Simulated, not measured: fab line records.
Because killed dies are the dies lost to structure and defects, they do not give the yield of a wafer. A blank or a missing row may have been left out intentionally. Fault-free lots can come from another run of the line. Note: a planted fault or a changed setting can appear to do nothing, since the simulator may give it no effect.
What tool caused it?    flow berkeley-cmos170    14 lots with 42 wafers sampled at 4 steps, on a route of 331 steps

== WHAT EACH GAUGE READ, for each wafer ==
UCB170_NSD_TW_MEAS_10. Usual: NSD_TW typically reads 4161, with standard deviation 31.
lot   measured      on             NSD_TW          flag
L371  day 6 17:40   film-metro-04  4153 4159 4137  
L370  day 6 17:54   film-metro-04  4162 4152 4155  
L375  day 7 09:31   film-metro-04  4090 4098 4115  
L373  day 7 09:44   film-metro-01  4189 4189 4199  
L374  day 7 09:59   film-metro-04  4121 4116 4123  
L379  day 8 16:50   film-metro-03  4174 4153 4157  
L377  day 8 16:54   film-metro-01  4197 4173 4185  
L378  day 8 17:23   film-metro-01  4179 4177 4179  
L381  day 9 11:16   film-metro-03  4188 4187 4168  
L384  day 9 23:46   film-metro-01  4182 4172 4153  
L386  day 10 03:41  film-metro-03  4183 4191 4195  
L388  day 11 04:16  film-metro-03  4149 4163 4178  
L389  day 11 04:26  film-metro-04  4140 4133 4143  
L390  day 11 04:47  film-metro-04  4124 4146 4126  

UCB170_CONTACT_THK_MEAS_02. Usual: CONTACT_PSG_THK typically reads 698 nm, with standard deviation 7.5.
lot   measured      on             CONTACT_PSG_THK (nm)  flag
L371  day 6 21:34   film-metro-04  703 700 705           
L370  day 6 22:42   film-metro-04  716 706 706           
L375  day 7 13:33   film-metro-04  700 695 696           
L373  day 7 15:08   film-metro-03  709 709 713           
L374  day 7 15:08   film-metro-04  702 696 694           
L379  day 9 00:33   film-metro-04  697 700 698           
L377  day 9 00:43   film-metro-02  691 693 686           
L378  day 9 02:19   film-metro-04  687 698 697           
L381  day 9 18:58   film-metro-03  707 704 711           
L384  day 10 05:45  film-metro-04  691 696 697           
L386  day 10 07:37  film-metro-02  704 706 703           
L388  day 11 10:50  film-metro-04  305 309 305           OFF
L389  day 11 10:49  film-metro-02  306 305 309           OFF
L390  day 11 09:27  film-metro-02  704 697 694           

== EACH LOT AND THE TOOL THAT RAN IT (in order: tool; ch and the chambers of the sampled wafers; start) ==
lot   UCB170_SDANNEAL_RTA_01            UCB170_CONTACT_CVD_01
L371  rtp-anneal-01 ch 0, day 6 18:41   lpcvd-01 ch 1, day 6 19:46
L370  rtp-anneal-02 ch 0, day 6 18:55   lpcvd-02 ch 1, day 6 20:02
L375  rtp-anneal-01 ch 0, day 7 10:32   lpcvd-01 ch 0, day 7 11:45
L373  rtp-anneal-01 ch 0, day 7 10:59   lpcvd-02 ch 0, day 7 13:20
L374  rtp-anneal-02 ch 0, day 7 11:20   lpcvd-02 ch 1, day 7 13:20
L379  rtp-anneal-01 ch 0, day 8 21:41   lpcvd-02 ch 1, day 8 22:44
L377  rtp-anneal-02 ch 0, day 8 21:40   lpcvd-01 ch 0, day 8 22:56
L378  rtp-anneal-02 ch 0, day 8 21:47   lpcvd-02 ch 0, day 9 00:32
L381  rtp-anneal-01 ch 0, day 9 15:26   lpcvd-01 ch 0, day 9 17:11
L384  rtp-anneal-02 ch 0, day 10 02:49  lpcvd-02 ch 1, day 10 03:55
L386  rtp-anneal-02 ch 0, day 10 04:44  lpcvd-02 ch 1, day 10 05:50
L388  rtp-anneal-02 ch 0, day 11 06:11  lpcvd-02 ch 1, day 11 09:02
L389  rtp-anneal-02 ch 0, day 11 06:24  lpcvd-02 ch 1, day 11 09:02
L390  rtp-anneal-01 ch 0, day 11 06:17  lpcvd-01 ch 0, day 11 07:40
- UCB170_SDANNEAL_RTA_01: time 5 s.
- UCB170_CONTACT_CVD_01: deposits PSG from SiH4/O2/PH3, target thk 700 nm, time 2820 s.

== AS READ BY THE TOOLS THEMSELVES (means over the sampled wafers that have a number; for cases with no such wafer, the mark the record gives instead) ==
UCB170_SDANNEAL_RTA_01. Usual: lamp-power-pct 37.7 %, standard deviation 1.4; wafer_temp_C_max 1054.7, standard deviation 1.
lot   tool           lamp-power-pct (%)  wafer_temp_C_max  flag
L371  rtp-anneal-01  36.4                1055.0            
L370  rtp-anneal-02  39.3                1053.6            
L375  rtp-anneal-01  36.3                1055.2            
L373  rtp-anneal-01  36.3                1054.8            
L374  rtp-anneal-02  39.3                1053.7            
L379  rtp-anneal-01  36.3                1055.9            
L377  rtp-anneal-02  39.2                1053.5            
L378  rtp-anneal-02  39.3                1053.9            
L381  rtp-anneal-01  36.3                1055.1            
L384  rtp-anneal-02  39.3                1055.2            
L386  rtp-anneal-02  39.2                1053.5            
L388  rtp-anneal-02  39.3                1053.7            
L389  rtp-anneal-02  39.2                1054.0            
L390  rtp-anneal-01  36.3                1055.2            

== THE ANSWER, worked out from the rows above alone ==
Rule: take the mean of a lot's wafers that have a number; if it is more than 3 standard deviations from the usual mean, the lot is off. A lot without any number at a reading at which 4 lots or more have one is off too. All remaining lots with rows at the step are treated as sound. The gauges are gone through in route order, then the tools' own readings, and for those a lot's mean is taken as printed above. At the first step where some lot is off, the reading lying furthest off is the one used; lots without a number count as furthest.
Off: L388, L389, seen at UCB170_CONTACT_THK_MEAS_02 (CONTACT_PSG_THK).
A tool fits if, at a process step before that reading, it ran every lot that is off, and no sound lot after the first of them. The gauges at UCB170_CONTACT_THK_MEAS_02 are tried like those tools. 2 tools fit, rtp-anneal-02 at UCB170_SDANNEAL_RTA_01 and lpcvd-02 at UCB170_CONTACT_CVD_01, so this cannot tell which one it is.

== WHAT THE SIMULATOR HAD INSERTED ==
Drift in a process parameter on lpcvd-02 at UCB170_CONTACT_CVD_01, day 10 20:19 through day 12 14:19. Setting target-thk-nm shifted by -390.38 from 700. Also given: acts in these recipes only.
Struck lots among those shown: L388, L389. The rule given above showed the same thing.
